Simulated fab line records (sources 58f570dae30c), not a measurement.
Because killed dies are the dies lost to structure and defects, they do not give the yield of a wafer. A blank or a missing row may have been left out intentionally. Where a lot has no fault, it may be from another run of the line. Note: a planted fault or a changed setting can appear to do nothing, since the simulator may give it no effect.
Problem report, 8D (eight disciplines) form, completed by code    flow berkeleyCmos170    the parts of the form that need people (team, actions taken, sign-off) are left out

## 1. PROBLEM STATEMENT
Across 6 wafers from 2 lots, PWELL_NITRIDE_THK at UCB170_PWELL_THK_MEAS_06 averages 402.5 nm, while fault-free wafers read 218.8 nm with a standard deviation of 1.9. Relative to the usual mean, that is a shift of +97 standard deviations.
First observed at day 7 09:38: wafer L100.2, on filmMetro-01. At this step, 42 wafers from 14 lots have a number in the record. Rule for "out" (also "out of limits"): further than 4 standard deviations from the usual mean. All remaining wafers that have a number are taken as sound.

## 2. WHAT IT IS; WHAT IT IS NOT
question                     is                          is not
which readings at this step  PWELL_NITRIDE_THK           -
which lots                   L100, L101                  L102, L979, L981, L982, L983, L984, L985, L986, L989, L991, L992, L998
which wafers of those lots   all that have a number      -
read on which gauges         filmMetro-01, filmMetro-04  filmMetro-03
when                         from day 7 09:38            up to then (33 sound wafers); but 3 sound wafers of L102 came after

## 3. SUSPECTS, AND WHAT RULES EACH OUT
Counting: any tool at a process step up to the reading is kept as a suspect provided that every lot that is out went through it and no sound lot did after the first of them.
- ruled out: the gauge at UCB170_PWELL_THK_MEAS_06. Those wafers that are out were read across 2 gauges (filmMetro-01, filmMetro-04).
- lpcvd-01 at UCB170_PWELL_CVD_05 (deposits Si3N4 from SiH2Cl2/NH3, target thk 220 nm, time 3300 s): ruled out as a lasting fault. Following L100 (day 7 07:43), the first lot on it that is out, the sound lots L102 were run on it.
Left after counting: nothing in the record.

## 4. THE CAUSE (what the simulator had put in)
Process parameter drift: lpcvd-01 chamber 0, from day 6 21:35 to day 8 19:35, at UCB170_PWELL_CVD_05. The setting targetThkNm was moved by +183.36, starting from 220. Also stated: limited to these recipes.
Counting ruled it out, wrongly: the rule takes a fault to strike every lot that its tool runs from its start on, and this one did not.

## 5. THE EFFECT CHAIN, in route order
Rows list readings where the struck wafers' mean (over those with a number) sits beyond 3 standard deviations from the usual. Only readings whose record carries a usual standard deviation are examined. hours: median over the lots of the time between each lot's start at the first step of this table that gives one and its start at this step. sigmas: the change, counted in usual standard deviations.
hours  step                      reading            usual       on struck wafers  change  sigmas
0      UCB170_PWELL_THK_MEAS_06  PWELL_NITRIDE_THK  218.8 nm    402.5             +183.7  +97
1      UCB170_PWELL_ETCH_14      oesProductAu       0.942 a.u.  1.014             +0.072  +4.8
Process steps it contains:
- UCB170_PWELL_ETCH_14: etches Si3N4 in CH3F/Ar/O2, stops on SiO2, target depth 242 nm, time 151 s.

## 6. WHAT WOULD HAVE CAUGHT IT SOONER
12 hours passed between the start of the fault at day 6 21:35 and the first reading out of limits at a measuring or inspecting step in this record, taken at day 7 09:38.
